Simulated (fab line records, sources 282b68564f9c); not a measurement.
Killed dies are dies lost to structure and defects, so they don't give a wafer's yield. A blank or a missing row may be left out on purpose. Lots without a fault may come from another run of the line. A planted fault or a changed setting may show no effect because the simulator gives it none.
Which tool did it? | flow rit_cmos | 13 lots, 39 wafers sampled, at 4 steps of a route of 202

WHAT THE GAUGES READ, wafer by wafer
RIT_CONTACT_OVL_MEAS_09.
lot  | measured    | on         | CONTACT_OVL (nm)
L920 | day 3 09:56 | overlay-02 | 0.4 -1.6 -1.8
L921 | day 3 13:52 | overlay-01 | -3.9 -1.1 -1.3
L922 | day 3 19:12 | overlay-02 | 0.0 -0.1 1.2
L925 | day 4 11:09 | overlay-02 | -1.6 -0.2 -0.4
L926 | day 4 14:37 | overlay-02 | -0.5 0.7 1.0
L927 | day 4 19:46 | overlay-02 | -1.0 0.0 -0.6
L930 | day 5 11:16 | overlay-01 | 0.6 0.7 -1.6
L931 | day 5 15:33 | overlay-02 | -0.8 -0.5 0.0
L933 | day 5 23:07 | overlay-02 | -0.1 -1.7 1.5
L934 | day 6 06:10 | overlay-01 | 1.1 -1.3 0.3
L937 | day 6 19:22 | overlay-01 | -1.0 0.3 -0.4
L940 | day 7 09:23 | overlay-01 | -0.9 -1.4 0.2
L942 | day 7 22:38 | overlay-01 | -1.9 -1.4 -1.0

RIT_M1_OVL_MEAS_10.
lot  | measured    | on         | M1_OVL (nm)
L920 | day 3 12:35 | overlay-02 | -0.6 0.7 -0.6
L921 | day 3 16:22 | overlay-02 | -0.3 1.0 1.3
L922 | day 3 21:42 | overlay-02 | -1.8 -1.1 -2.1
L925 | day 4 13:40 | overlay-01 | 0.3 -1.0 -0.5
L926 | day 4 17:16 | overlay-01 | -1.0 -0.1 -0.3
L927 | day 4 22:16 | overlay-02 | -0.1 0.5 0.6
L930 | day 5 13:46 | overlay-02 | 0.5 -1.1 1.1
L931 | day 5 18:03 | overlay-01 | 2.0 -1.1 -1.7
L933 | day 6 01:41 | overlay-02 | -0.1 -0.2 -2.0
L934 | day 6 08:52 | overlay-01 | 1.9 1.5
L937 | day 6 22:31 | overlay-01 | 1.0 1.6 -1.2
L940 | day 7 12:01 | overlay-01 | -2.2 0.1 -2.6
L942 | day 8 01:16 | overlay-01 | 1.0 0.1 1.3

RIT_M1_BOW_MEAS_16.
lot  | measured    | on            | M1_BOW (um)
L920 | day 3 15:14 | film_metro-03 | 34 13 30
L921 | day 3 18:47 | film_metro-03 | 19 20 8
L922 | day 4 00:08 | film_metro-02 | 12 16 12
L925 | day 4 16:05 | film_metro-03 | 31 0 19
L926 | day 4 19:43 | film_metro-02 | 30 22 23
L927 | day 5 00:52 | film_metro-02 | 19 18 9
L930 | day 5 16:22 | film_metro-03 | 27 20 14
L931 | day 5 20:30 | film_metro-04 | 19 13 13
L933 | day 6 04:31 | film_metro-03 | 24 9 24
L934 | day 6 11:19 | film_metro-02 | 16 29
L937 | day 7 00:58 | film_metro-02 | 17 11 27
L940 | day 7 14:26 | film_metro-03 | 15 26 11
L942 | day 8 03:43 | film_metro-03 | 21 23 8

WHICH TOOL RAN EACH LOT (tool, then ch and the chambers of the sampled wafers, then the start)
lot  | RIT_CONTACT_ETCH_11
L920 | rie_diel-01 ch 0,3, day 3 10:07
L921 | rie_diel-03 ch 0,3, day 3 14:03
L922 | rie_diel-02 ch 0,2,3, day 3 19:23
L925 | rie_diel-01 ch 0,2,3, day 4 11:20
L926 | rie_diel-03 ch 0,1,3, day 4 14:48
L927 | rie_diel-02 ch 0,1, day 4 19:57
L930 | rie_diel-03 ch 2,3, day 5 11:26
L931 | rie_diel-03 ch 1,2,3, day 5 15:44
L933 | rie_diel-01 ch 0,1,3, day 5 23:17
L934 | rie_diel-03 ch 0,2,3, day 6 06:21
L937 | rie_diel-01 ch 0,2,3, day 6 19:33
L940 | rie_diel-02 ch 1,3, day 7 09:34
L942 | rie_diel-02 ch 0,2,3, day 7 22:49
- RIT_CONTACT_ETCH_11: etches SiO2 in CHF3/CF4/Ar, stops on TiSi2, target depth 480 nm, time 320 s.

WHAT THE TOOLS THEMSELVES READ (means of the sampled wafers that have a number; where no wafer has one, the mark that the record gives instead)
RIT_CONTACT_ETCH_11.
lot  | tool        | O2_flow_sccm (sccm) | drypump_motor_current_A (A) | oes_product_au (a.u.) | throttle_valve_pct (%)
L920 | rie_diel-01 | 5.004               | 6.2                         | 0.999                 | 8.71
L921 | rie_diel-03 | 5.002               | 5.6                         | 0.988                 | 8.88
L922 | rie_diel-02 | 5.009               | 5.8                         | 0.990                 | 8.68
L925 | rie_diel-01 | 4.999               | 5.9                         | 0.988                 | 8.75
L926 | rie_diel-03 | 4.986               | 6.0                         | 0.988                 | 8.89
L927 | rie_diel-02 | 4.991               | 6.1                         | 0.997                 | 8.75
L930 | rie_diel-03 | 5.008               | 5.3                         | 0.983                 | 8.82
L931 | rie_diel-03 | 5.006               | 5.7                         | 0.985                 | 8.83
L933 | rie_diel-01 | 5.013               | 5.9                         | 0.988                 | 8.79
L934 | rie_diel-03 | 5.007               | 5.7                         | 0.983                 | 8.82
L937 | rie_diel-01 | 4.998               | 6.0                         | 0.997                 | 8.74
L940 | rie_diel-02 | 4.985               | 6.4                         | 0.981                 | 8.79
L942 | rie_diel-02 | 5.014               | 5.9                         | 0.984                 | 8.68

THE ANSWER, worked out from the rows above alone
Rule: what is usual is taken from the lots themselves. Put in order of their means at a reading, lots are off if they are a third of the lots or fewer, leave a main group of 4 or more, and stand apart from it by a gap of 3 or more times the standard deviation of the main group's means; of several such gaps the widest counts. A main group whose means are all the same, to the digits that the tables above print for the reading, isn't used. A lot without any number at a reading at which 4 lots or more have one is off too. The other lots that the step has rows for count as sound. The gauges are gone through in route order, then the tools' own readings, and for those a lot's mean is taken as printed above. The first step at which some lot is off is used, and at that step the reading that is off furthest; a lot without a number counts as furthest.
No lot is off at any reading shown: from this, nothing can be told.

WHAT THE SIMULATOR HAD PUT IN
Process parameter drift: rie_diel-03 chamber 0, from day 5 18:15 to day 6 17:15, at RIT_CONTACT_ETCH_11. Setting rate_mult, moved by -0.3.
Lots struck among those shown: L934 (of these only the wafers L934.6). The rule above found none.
